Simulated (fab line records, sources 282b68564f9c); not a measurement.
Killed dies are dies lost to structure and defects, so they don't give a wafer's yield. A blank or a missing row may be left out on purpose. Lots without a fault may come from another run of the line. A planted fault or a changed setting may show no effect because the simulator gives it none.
fab line records | flow rit_cmos
record lots=6 wafers=18 last_day=5
route steps=202 shown ACTIVE@1 FOX1@20 FOX2@23 NWELL@28 GATE@95 M1@202
lots that met no fault: from a run of the same line without faults
start_h: hours from the record's first day to the start of the lot's first wafer shown | wait_h: hours since the lot's step before | " the same as in the row above | L1.1+2: a row that stands for several wafers | - no value, or no start given | * or withheld: withheld | < > ~ a bound
route shown NAME@n: a module of which the file shows steps, and the number in the route of the first | usual: mean/standard deviation of fault-free wafers | same: alike in all rows | chamber/n: place in a boat | sites: the reading at each site | _std_site: their standard deviation | _edge_site: outer sites' mean less inner sites' | radius_mm: how far each site lies from the wafer's centre | mask NAME#n: copy n | behind: the tool/chamber that last shaped the wafer | hold: why the lot was held/for how many hours/how that ended | device: the transistor (n, p or np) that didn't switch | end of line: the same wafers' tests at the end of the route | a step without rows: its recipe alone | killed: dies lost to structure and defects at the first sort, not the wafer's yield | map: a wafer's dies, x killed, . not, _ none there
set.NAME: the setting as run; set.NAME@STEP: as run at that earlier step | model.NAME: the simulator's own value behind a step, which no gauge read
lots at some steps of the route; a table a step, a row a wafer
services: from which hour (start_h, from the record's first day; less than 0 if before it) a tool's chamber was out of use, for how many hours, and why
## steps
# step RIT_ACTIVE_BOW_MEAS_00
# recipe mode=bow
# usual INCOMING_BOW=1/6.1
# columns lot.wafer tool chamber start_h wait_h INCOMING_BOW[um]
L223.1 film_metro-02 - 20.00 - 7
L223.3 " - " " -3
L223.5 " - " " -2
L227.2 film_metro-01 - 40.02 - 7
L227.4 " - " " -5
L227.5 " - " " 2
L228.4 film_metro-02 - 45.06 - 3
L228.5 " - " " 5
L228.6 " - " " 0
L229.1 film_metro-01 - 50.00 - 1
L229.3 " - " " 8
L229.4 " - " " -1
L230.2 film_metro-01 - 55.02 - 0
L230.5 " - " " 8
L230.6 " - " " -3
L231.1 film_metro-04 - 60.00 - 10
L231.3 " - " " -1
L231.6 " - " " 0
# step RIT_ACTIVE_OXIDATION_01
# recipe temp_c=1000 ambient=O2 target_thk_a=468 ox_time_s=3360
# usual ox_temp_c_max=1007.5/1.4
# columns lot.wafer tool chamber start_h wait_h ox_temp_c_max model.SiO2_of_ACTIVE_OXIDATION_01.thk_nm
L223.1 furnace-01 0 20.14 0.1 1007.4 46.5
L223.3 " 0 " " 1008.3 46.67
L223.5 " 0 " " 1008.5 46.17
L227.2 furnace-04 0 40.40 0.4 1008.1 43.09
L227.4 " 0 " " 1007.5 43.41
L227.5 " 0 " " 1006.2 44.2
L228.4 furnace-03 0 46.24 1.2 1009.6 47.93
L228.5 " 0 " " 1007.9 47.78
L228.6 " 0 " " 1007.9 47.51
L229.1 furnace-03 0 50.12 0.1 1007.4 49.03
L229.3 " 0 " " 1006.8 49.11
L229.4 " 0 " " 1008.7 47.64
L230.2 furnace-01 0 57.15 2.1 1007.3 28.79
L230.5 " 0 " " 1007.4 29.14
L230.6 " 0 " " 1010.9 29.02
L231.1 furnace-01 0 61.47 1.4 1009.5 28.95
L231.3 " 0 " " 1006.0 29.15
L231.6 " 0 " " 1010.1 28.86
# step RIT_ACTIVE_THK_MEAS_02
# recipe reads=SiO2_of_ACTIVE_OXIDATION_01
# usual ACTIVE_OXIDE_THK=46.7/1.3
# columns lot.wafer tool chamber start_h wait_h ACTIVE_OXIDE_THK[nm]
L223.1 film_metro-04 - 22.07 0.0 46.6
L223.3 " - " " 46.7
L223.5 " - " " 46.1
L227.2 film_metro-04 - 42.34 0.0 43.1
L227.4 " - " " 43.5
L227.5 " - " " 44.2
L228.4 film_metro-02 - 48.20 0.0 47.9
L228.5 " - " " 47.7
L228.6 " - " " 47.6
L229.1 film_metro-02 - 52.05 0.0 49.0
L229.3 " - " " 49.1
L229.4 " - " " 47.7
L230.2 film_metro-02 - 59.09 0.0 28.7
L230.5 " - " " 29.1
L230.6 " - " " 29.1
L231.1 film_metro-02 - 63.40 0.0 28.9
L231.3 " - " " 29.1
L231.6 " - " " 28.8
# step RIT_ACTIVE_CVD_03
# recipe material=Si3N4 target_thk_nm=150 temp_c=810 precursor=SiH2Cl2/NH3 time_s=1500 pressure_mtorr=300 sih2cl2_flow_sccm=60 nh3_flow_sccm=150
# step RIT_ACTIVE_THK_MEAS_04
# recipe reads=Si3N4_of_ACTIVE_CVD_03
# usual ACTIVE_NITRIDE_THK=150.2/1.4
# columns lot.wafer tool chamber start_h wait_h ACTIVE_NITRIDE_THK[nm]
L223.1 film_metro-02 - 23.55 0.0 151.1
L223.3 " - " " 150.9
L223.5 " - " " 151.4
L227.2 film_metro-01 - 43.82 0.0 151.5
L227.4 " - " " 151.6
L227.5 " - " " 151.1
L228.4 film_metro-01 - 49.68 0.0 148.5
L228.5 " - " " 149.0
L228.6 " - " " 148.8
L229.1 film_metro-02 - 54.24 0.0 149.8
L229.3 " - " " 150.4
L229.4 " - " " 150.1
L230.2 film_metro-02 - 60.57 0.0 149.2
L230.5 " - " " 148.5
L230.6 " - " " 149.4
L231.1 film_metro-02 - 64.88 0.0 148.8
L231.3 " - " " 148.8
L231.6 " - " " 147.2
# step RIT_ACTIVE_HMDS_05
# recipe prime_time_s=60 prime_temp_c=140
# step RIT_ACTIVE_COAT_06
# recipe resist=NOVOLAK spin_rpm=3250 resist_thk_nm=1000
# step RIT_ACTIVE_SOFTBAKE_07
# recipe resist=NOVOLAK temp_c=90 time_s=60
# step RIT_ACTIVE_EXPOSE_08
# recipe mask_id=M1 na=0.6 source_shape=conventional sigma_outer=0.6 target_cd_nm=1400 dose_mj=225
# step RIT_ACTIVE_PEB_09
# recipe resist=NOVOLAK temp_c=withheld time_s=withheld
# step RIT_ACTIVE_DEVELOP_10
# recipe resist=NOVOLAK develop_time_s=50 dev_temp_c=23
# step RIT_ACTIVE_CD_MEAS_11
# recipe target_cd_nm=1400
# usual cd_nm=1399.5/2.5
# columns lot.wafer tool chamber start_h wait_h cd_nm
L223.1 cd_sem-01 - 24.46 - 1398.0
L223.3 " - " " 1398.8
L223.5 " - " " 1397.6
L227.2 cd_sem-02 - 44.86 - 1400.0
L227.4 " - " " 1397.8
L227.5 " - " " 1399.8
L228.4 cd_sem-02 - 50.65 - 1399.8
L228.5 " - " " 1400.2
L228.6 " - " " 1400.9
L229.1 cd_sem-02 - 55.15 - 1399.4
L229.3 " - " " 1398.5
L229.4 " - " " 1399.1
L230.2 cd_sem-02 - 61.49 - 1399.5
L230.5 " - " " 1399.2
L230.6 " - " " 1398.5
L231.1 cd_sem-02 - 65.92 - 1404.3
L231.3 " - " " 1402.5
L231.6 " - " " 1404.7
# step RIT_ACTIVE_HARDBAKE_12
# recipe resist=NOVOLAK temp_c=140 time_s=60
# step RIT_ACTIVE_ETCH_13
# recipe stop_on=SiO2 chemistry=SF6 target=Si3N4 time_s=210 over_etch_frac=0.4 SF6_flow_sccm=200 pressure_mtorr=260 rf_w=125 target_depth_a=2100
# usual drypump_motor_current_A=5.75/0.3 oes_product_au=0.820/0.015 throttle_valve_pct=7.54/0.097
# columns lot.wafer tool chamber start_h wait_h drypump_motor_current_A oes_product_au rf_hours_counter_h throttle_valve_pct
L223.1 rie_diel-02 2 24.73 0.1 5.51 0.814 118 7.64
L223.3 " 3 " " 5.52 0.848 2 7.55
L223.5 " 3 " " 5.52 0.850 - 7.56
L227.2 rie_diel-02 2 45.11 0.1 5.49 0.812 119 7.64
L227.4 " 1 " " 5.83 0.820 87 7.67
L227.5 " 0 " " 6.29 0.808 - 7.54
L228.4 rie_diel-02 0 50.87 0.1 6.35 0.802 0 7.53
L228.5 " 0 " " 6.31 0.794 - 7.55
L228.6 " 1 " " 5.81 0.809 - 7.67
L229.1 rie_diel-04 2 55.42 0.1 5.84 0.817 12 7.44
L229.3 " 0 " " 6.19 0.815 0 7.32
L229.4 " 1 " " 5.24 0.821 151 7.49
L230.2 rie_diel-02 0 61.74 0.1 6.22 0.798 1 7.52
L230.5 " 1 " " 5.77 0.813 - 7.66
L230.6 " 2 " " 5.50 0.810 - 7.63
L231.1 rie_diel-04 2 66.19 0.1 5.85 0.811 12 7.45
L231.3 " 3 " " 5.76 0.800 68 7.60
L231.6 " 3 " " 5.77 0.795 - 7.60
# step RIT_ACTIVE_STRIP_14
# recipe chemistry=O2 time_s=180 resist=NOVOLAK platen_temp_c=withheld power_w=500 pressure_mtorr=4000 o2_flow_sccm=4000
# usual drypump_motor_current_A=5.8/0.34
# columns lot.wafer tool chamber start_h wait_h drypump_motor_current_A rf_hours_counter_h
L223.1 plasma_asher-02 1 24.87 0.1 5.8 39
L223.3 " 1 " " 5.8 -
L223.5 " 1 " " 5.7 -
L227.2 plasma_asher-04 1 45.25 0.1 6.5 40
L227.4 " 1 " " 6.5 -
L227.5 " 0 " " 5.4 -
L228.4 plasma_asher-04 1 51.07 0.1 6.5 -
L228.5 " 0 " " 5.4 -
L228.6 " 1 " " 6.5 -
L229.1 plasma_asher-01 0 55.55 0.1 5.9 42
L229.3 " 0 " " 5.9 -
L229.4 " 1 " " 5.4 -
L230.2 plasma_asher-01 1 61.87 0.1 5.4 42
L230.5 " 0 " " 5.9 -
L230.6 " 1 " " 5.4 -
L231.1 plasma_asher-01 0 66.32 0.1 5.9 43
L231.3 " 0 " " 5.9 -
L231.6 " 0 " " 5.9 -
# step RIT_ACTIVE_CD_MEAS_90
# recipe target_cd_nm=1400
# usual cd_nm=1399.4/2.5
# columns lot.wafer tool chamber start_h wait_h cd_nm
L223.1 cd_sem-01 - 25.04 0.1 1397.8
L223.3 " - " " 1398.6
L223.5 " - " " 1397.1
L227.2 cd_sem-01 - 45.44 0.1 1400.3
L227.4 " - " " 1397.6
L227.5 " - " " 1400.2
L228.4 cd_sem-02 - 51.24 0.1 1400.2
L228.5 " - " " 1400.4
L228.6 " - " " 1401.1
L229.1 cd_sem-02 - 55.73 0.1 1399.0
L229.3 " - " " 1398.4
L229.4 " - " " 1398.9
L230.2 cd_sem-01 - 62.07 0.1 1399.6
L230.5 " - " " 1399.1
L230.6 " - " " 1398.3
L231.1 cd_sem-01 - 66.50 0.1 1404.5
L231.3 " - " " 1402.4
L231.6 " - " " 1404.3
# step RIT_ACTIVE_CLEAN_15
# recipe chemistry=SC1 mix=3:3:50 time_s=600 temp_c=75
# step RIT_ACTIVE_CLEAN_16
# recipe chemistry=dHF dilution=50:1 time_s=30
# step RIT_ACTIVE_CLEAN_17
# recipe chemistry=SC2 mix=3:3:50 time_s=600 temp_c=75 dry=n2_spin
# step RIT_FOX1_OXIDATION_00
# recipe temp_c=1100 ambient=H2O target_thk_a=3507 p_h2o_torr=720 ox_time_s=1130
# step RIT_FOX1_THK_MEAS_01
# recipe reads=SiO2_of_FOX1_OXIDATION_00
# usual FOX1_OXIDE_THK=350/6.3
# columns lot.wafer tool chamber start_h wait_h FOX1_OXIDE_THK[nm]
L223.1 film_metro-01 - 29.87 0.0 343
L223.3 " - " " 351
L223.5 " - " " 347
L227.2 film_metro-03 - 48.74 0.0 342
L227.4 " - " " 340
L227.5 " - " " 345
L228.4 film_metro-02 - 53.40 0.0 353
L228.5 " - " " 348
L228.6 " - " " 356
L229.1 film_metro-03 - 60.39 0.0 354
L229.3 " - " " 356
L229.4 " - " " 351
L230.2 film_metro-03 - 64.98 0.0 353
L230.5 " - " " 351
L230.6 " - " " 346
L231.1 film_metro-03 - 68.37 0.0 353
L231.3 " - " " 350
L231.6 " - " " 351
# step RIT_FOX1_WET_ETCH_02
# recipe chemistry=BOE target_depth_nm=350 time_s=390 temp_c=21.5 dry=n2_spin dilution=10:1 target=SiO2
# step RIT_FOX2_OXIDATION_00
# recipe temp_c=1100 ambient=H2O target_thk_a=3507 p_h2o_torr=720 ox_time_s=1130
# step RIT_FOX2_THK_MEAS_01
# recipe reads=SiO2_of_FOX2_OXIDATION_00
# usual FOX2_OXIDE_THK=353/5.2
# columns lot.wafer tool chamber start_h wait_h FOX2_OXIDE_THK[nm]
L223.1 film_metro-03 - 33.63 0.0 358
L223.3 " - " " 355
L223.5 " - " " 359
L227.2 film_metro-02 - 50.38 0.0 345
L227.4 " - " " 352
L227.5 " - " " 352
L228.4 film_metro-03 - 56.93 0.0 352
L228.5 " - " " 353
L228.6 " - " " 350
L229.1 film_metro-03 - 63.39 0.0 352
L229.3 " - " " 343
L229.4 " - " " 348
L230.2 film_metro-04 - 66.47 0.0 351
L230.5 " - " " 349
L230.6 " - " " 353
L231.1 film_metro-03 - 69.93 0.0 350
L231.3 " - " " 355
L231.6 " - " " 354
# step RIT_FOX2_CLEAN_02
# recipe chemistry=dHF dilution=50:1 time_s=180
# step RIT_FOX2_WET_ETCH_03
# recipe chemistry=H3PO4 target=Si3N4 target_depth_nm=195 temp_c=165 time_s=2700
# columns lot.wafer tool chamber start_h wait_h model.SiO2_of_ACTIVE_OXIDATION_01.thk_nm
L223.1 wet_bench-02 2 33.75 0.0 41.28
L223.3 " 2 " " 40.55
L223.5 " 2 " " 40.11
L227.2 wet_bench-02 0 50.50 0.0 38.15
L227.4 " 0 " " 37.79
L227.5 " 0 " " 39.22
L228.4 wet_bench-03 0 57.02 0.0 42.61
L228.5 " 0 " " 42.48
L228.6 " 0 " " 41.49
L229.1 wet_bench-01 1 63.51 0.0 43.56
L229.3 " 1 " " 43.6
L229.4 " 1 " " 42.13
L230.2 wet_bench-03 0 66.58 0.0 25.55
L230.5 " 0 " " 25.07
L230.6 " 0 " " 25.63
L231.1 wet_bench-02 1 70.05 0.0 25.7
L231.3 " 1 " " 25.86
L231.6 " 1 " " 25.62
# step RIT_FOX2_THK_MEAS_90
# recipe reads=SiO2_of_FOX2_OXIDATION_00
# usual FIELD_OXIDE_LEFT_1_THK=326/5.3
# columns lot.wafer tool chamber start_h wait_h FIELD_OXIDE_LEFT_1_THK[nm]
L223.1 film_metro-03 - 34.58 0.0 331
L223.3 " - " " 328
L223.5 " - " " 332
L227.2 film_metro-04 - 51.26 0.0 317
L227.4 " - " " 325
L227.5 " - " " 324
L228.4 film_metro-03 - 57.80 0.0 325
L228.5 " - " " 326
L228.6 " - " " 323
L229.1 film_metro-03 - 64.27 0.0 324
L229.3 " - " " 316
L229.4 " - " " 320
L230.2 film_metro-04 - 67.34 0.0 323
L230.5 " - " " 322
L230.6 " - " " 325
L231.1 film_metro-03 - 70.81 0.0 322
L231.3 " - " " 327
L231.6 " - " " 327
# step RIT_NWELL_HMDS_00
# recipe prime_time_s=60 prime_temp_c=140
# step RIT_NWELL_COAT_01
# recipe resist=NOVOLAK spin_rpm=2000 resist_thk_nm=1300
# step RIT_NWELL_SOFTBAKE_02
# recipe resist=NOVOLAK temp_c=90 time_s=60
# step RIT_NWELL_EXPOSE_03
# recipe mask_id=M2 na=0.57 target_cd_nm=43900 dose_mj=250
# step RIT_GATE_ETCH_19
# recipe chemistry=SF6/CHF3/O2 time_s=165 SF6_flow_sccm=30 CHF3_flow_sccm=30 O2_flow_sccm=5 target=poly-Si pressure_mtorr=40 rf_w=160 target_depth_a=3125 over_etch_frac=0.25 stop_on=SiO2
# usual CHF3_flow_sccm=30.01/0.089 drypump_motor_current_A=5.5/0.34 oes_product_au=0.851/0.017 throttle_valve_pct=10.25/0.15
# columns lot.wafer tool chamber start_h wait_h CHF3_flow_sccm drypump_motor_current_A oes_product_au rf_hours_counter_h throttle_valve_pct model.GATE.cd_nm
L223.1 rie_si-01 0 52.42 0.1 29.96 5.2 0.847 2 10.32 149.5
L223.3 " 2 " " 30.15 5.7 0.823 61 9.92 149.8
L223.5 " 3 " " 30.02 6.0 0.840 - 10.12 148
L227.2 rie_si-01 0 71.54 0.1 29.94 5.2 0.844 2 10.33 147.8
L227.4 " 1 " " 29.85 5.0 0.850 117 10.42 148.1
L227.5 " 1 " " 29.87 5.0 0.858 - 10.39 147.9
L228.4 rie_si-02 1 83.84 0.1 30.03 5.8 0.864 101 10.30 146.6
L228.5 " 1 " " 30.05 5.8 0.862 - 10.31 146.5
L228.6 " 2 " " 30.01 5.2 0.865 - 10.18 148.1
L229.1 rie_si-01 0 84.55 0.1 30.13 5.2 0.842 2 10.32 147.3
L229.3 " 2 " " 29.95 5.7 0.823 61 9.95 147.4
L229.4 " 1 " " 30.05 5.0 0.848 117 10.38 148.9
L230.2 rie_si-02 2 86.77 0.1 30.00 5.2 0.865 1 10.17 143
L230.5 " 3 " " 29.98 5.6 0.839 - 10.28 143.3
L230.6 " 2 " " 30.04 5.2 0.883 - 10.17 144.6
L231.1 rie_si-01 2 92.86 0.1 29.98 5.7 0.834 61 9.95 148.1
L231.3 " 1 " " 29.97 5.0 0.859 117 10.38 146.1
L231.6 " 1 " " 30.04 5.0 0.853 - 10.40 143.1
# step RIT_M1_PROBE_99
# usual killed_at_contacts=0.1/0.25 killed_at_front_end=6.8/2.7 killed_dies=6.8/2.7 killed_open=3.4/1.8 killed_short=3.5/1.7
# same gross_dies=264 killed_at_M0_to_M3=0 killed_at_M4_up=0 killed_at_back_side=0 killed_at_other=0
# columns lot.wafer tool chamber start_h wait_h killed_at_contacts killed_at_front_end killed_dies killed_open killed_short
L223.1 prober-01 - 73.15 0.1 0 8 8 4 4
L223.3 prober-01 - 73.25 0.2 0 4 4 2 2
L223.5 prober-01 - 73.35 0.2 0 6 6 3 3
L227.2 prober-01 - 93.09 0.1 0 7 7 3 4
L227.4 prober-01 - 93.19 0.2 1 4 5 0 5
L227.5 prober-01 - 93.24 0.2 0 7 7 2 5
L230.2 prober-01 - 128.25 0.9 0 7 7 6 1
L230.5 prober-01 - 128.40 1.0 0 7 7 2 5
L230.6 prober-01 - 128.45 1.0 0 6 6 3 3
# killed by level:class
L223.1 FOX1:geometric_particle:short=2 GATE:geometric_particle:open=2 SPACER:geometric_particle:short=2 FOX2:geometric_particle:open=1 REOX:geometric_particle:open=1
L223.3 FOX1:geometric_particle:open=1 FOX1:geometric_particle:short=1 REOX:geometric_particle:open=1 SPACER:geometric_particle:short=1
L223.5 GATE:geometric_particle:open=2 FOX1:geometric_particle:short=1 GATE:geometric_particle:short=1 SPACER:geometric_particle:open=1 SILICIDE:geometric_particle:short=1
L227.2 GATE:geometric_particle:short=3 GATE:geometric_particle:open=2 FOX2:geometric_particle:open=1 SPACER:geometric_particle:short=1
L227.4 FOX1:geometric_particle:short=2 GATE:geometric_particle:short=1 SPACER:geometric_particle:short=1 CONTACT:geometric_particle:short=1
L227.5 GATE:geometric_particle:open=2 GATE:geometric_particle:short=2 REOX:geometric_particle:short=1 SPACER:geometric_particle:short=1 SILICIDE:geometric_particle:short=1
L230.2 GATE:geometric_particle:open=3 FOX1:geometric_particle:open=2 FOX2:geometric_particle:short=1 SILICIDE:geometric_particle:open=1
L230.5 GATE:geometric_particle:short=3 FOX1:geometric_particle:short=2 FOX1:geometric_particle:open=1 GATE:geometric_particle:open=1
L230.6 GATE:geometric_particle:open=2 GATE:geometric_particle:short=2 FOX1:geometric_particle:open=1 SPACER:geometric_particle:short=1
## services
# columns tool chamber start_h hours kind
rie_diel-04 0 -0.14 - clean
rie_diel-04 0 -0.14 25.6 scheduled_down
rie_diel-04 0 -0.14 25.6 vent_cycle
rie_diel-02 0 3.05 - clean
rie_diel-02 0 3.05 23.0 scheduled_down
rie_diel-02 0 3.05 23.0 vent_cycle
plasma_asher-01 - 14.30 2.7 repair
rie_diel-04 - 19.27 0.8 repair
furnace-03 - 29.08 3.2 pm
furnace-04 - 35.10 2.7 pm
furnace-01 - 70.08 5.2 pm
plasma_asher-04 - 78.79 21.3 repair
rie_diel-04 2 81.18 1.7 repair
rie_diel-02 0 90.66 1.9 repair
## key
first_sign step=RIT_ACTIVE_THK_MEAS_02 reading=ACTIVE_OXIDE_THK direction=down sigmas=14 usual=46.7 struck=29.0
effect none on later readings
model_effect step=RIT_ACTIVE_OXIDATION_01 value=SiO2_of_ACTIVE_OXIDATION_01.thk_nm without=46.65 struck=28.98
model_effect step=RIT_FOX2_WET_ETCH_03 value=SiO2_of_ACTIVE_OXIDATION_01.thk_nm without=41.25 struck=25.57
model_effect step=RIT_GATE_ETCH_19 value=GATE.cd_nm without=151.1 struck=144.7
met_at RIT_ACTIVE_OXIDATION_01
struck_wafers L230.2,L230.5,L230.6,L231.1,L231.3,L231.6
tester_left_out L230,L231
loop_trim step=RIT_GATE_EXPOSE_13 setting=dose lots=L230,L231
onset_between 20.14 57.15
also_fits time
fault kind=process_parameter_drift tool=furnace-01 chamber=- onset_h=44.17 steps=RIT_ACTIVE_OXIDATION_01 channel=ox_time_s offset=* shape=step end_h=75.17 acts_in=* stated=*
# tester_left_out: of these lots the tester's yield and bins aren't shown, on N5 and GAA mostly nor the transistor test; their killed dies are dies lost to structure and defects alone, not to doping, threshold or leakage, so they don't give the yield
# loop_trim: a control loop set the setting to another value than it would have without faults
